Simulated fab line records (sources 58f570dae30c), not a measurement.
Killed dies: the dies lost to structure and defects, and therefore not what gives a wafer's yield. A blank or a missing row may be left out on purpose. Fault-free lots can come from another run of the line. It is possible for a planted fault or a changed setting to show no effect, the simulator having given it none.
Split-lot study | flow berkeley cmos170 | 5 lots, 23 wafers read, on a route of 331 steps

SPLIT DETAILS
At UCB170_GATE_ETCH_15 (etches poly-Si in HBr/Cl2, stops on SiO2, time 56.3 s, target depth 278.2 nm), the setting time s was moved away from the recipe's 56.3 s on 9 of the 23 wafers read, by -11.8% to +12.6%. For the rest of the wafers, this setting stayed at what the recipe calls for.

Reading taken at the split's own step.

THE READING
KrF_of_GATE_COAT_07.thk nm (the simulator's own value, which no gauge read), in nm, at UCB170_GATE_ETCH_15 (etches poly-Si in HBr/Cl2, stops on SiO2, time 56.3 s, target depth 278.2 nm). The file does not state a usual value for it. Average 776.7 nm, standard deviation 2.6 nm, over the 14 wafers here run with the recipe.

wafer  | tool, chamber at the split | time s as run, s | against the recipe | KrF_of_GATE_COAT_07.thk nm, nm | against lot-mates on the recipe
L074.1 | rie si-01, 3               | 56.3             | recipe             | 775.4                          | -
L074.2 | rie si-01, 1               | 49.63            | -11.8%             | 794.7                          | +17.9
L074.3 | rie si-01, 0               | 56.3             | recipe             | 780.1                          | -
L074.4 | rie si-01, 1               | 49.63            | -11.8%             | 793.3                          | +16.5
L074.5 | rie si-01, 3               | 56.3             | recipe             | 775                            | -
L078.1 | rie si-02, 3               | 56.3             | recipe             | 779                            | -
L078.2 | rie si-02, 2               | 56.3             | recipe             | 775.9                          | -
L078.6 | rie si-02, 2               | 56.3             | recipe             | 771.9                          | -
L082.2 | rie si-02, 2               | 56.3             | recipe             | 773.4                          | -
L082.3 | rie si-02, 1               | 58.99            | +4.8%              | 768.4                          | -5.8
L082.4 | rie si-02, 0               | 56.3             | recipe             | 775.1                          | -
L082.5 | rie si-02, 2               | 56.3             | recipe             | 774.2                          | -
L082.6 | rie si-02, 1               | 58.99            | +4.8%              | 769.5                          | -4.7
L083.1 | rie si-01, 3               | 63.4             | +12.6%             | 761.9                          | -15.9
L083.2 | rie si-01, 1               | 63.4             | +12.6%             | 764.2                          | -13.6
L083.4 | rie si-01, 2               | 63.4             | +12.6%             | 765.6                          | -12.2
L083.5 | rie si-01, 1               | 56.3             | recipe             | 776.4                          | -
L083.6 | rie si-01, 0               | 56.3             | recipe             | 779.2                          | -
L080.1 | rie si-01, 1               | 56.3             | recipe             | 779.3                          | -
L080.2 | rie si-01, 0               | 61.68            | +9.6%              | 772.6                          | -6.9
L080.3 | rie si-01, 3               | 56.3             | recipe             | 779.6                          | -
L080.4 | rie si-01, 2               | 61.68            | +9.6%              | 770.3                          | -9.2
L080.6 | rie si-01, 2               | 56.3             | recipe             | 779.5                          | -

THE FIT
A straight line over all 23 wafers: KrF_of_GATE_COAT_07.thk nm changes by -1.12 nm for each +1% of time s; r = -0.92; the points scatter about the line by 3.1 nm.
The same after taking each lot's own level away (the mean of its wafers on the recipe; 23 wafers): -1.18 nm for each +1%; r = -0.97; scatter 2.1 nm.
According to that fit, moving time s by its largest amount changes the reading by 15 nm.
The span of the lots' own levels, 774.23 to 779.47 nm, comes to 2.0 times the standard deviation stated above.
So the lot-to-lot level changes the slope little: the two slopes agree.
Check: with one of the wafers moved furthest among these (+12.6%) left out of the fit, the line predicts -13.9 nm for it against its lot-mates. Against them it came out at -15.9 nm.

THE OTHER SPLITS THESE WAFERS WENT THROUGH
Before the reading, these wafers also passed through other splits. Each is held against what the fit with the lots' levels taken away leaves over:
other split on the same wafers    | wafers away from the commonest value | r with KrF_of_GATE_COAT_07.thk nm (lot level and that fit taken away)
UCB170_ZERO_COAT_01 resist thk nm | 7                                    | -0.07
UCB170_ZERO_DEVELOP_05 dev temp c | 11                                   | +0.01
UCB170_NVT_IMPLANT_07 energy kev  | 11                                   | -0.02

THE FILE'S OWN FIT
KrF_of_GATE_COAT_07.thk nm changes by -1.16 nm for each +1% of time s, r = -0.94.
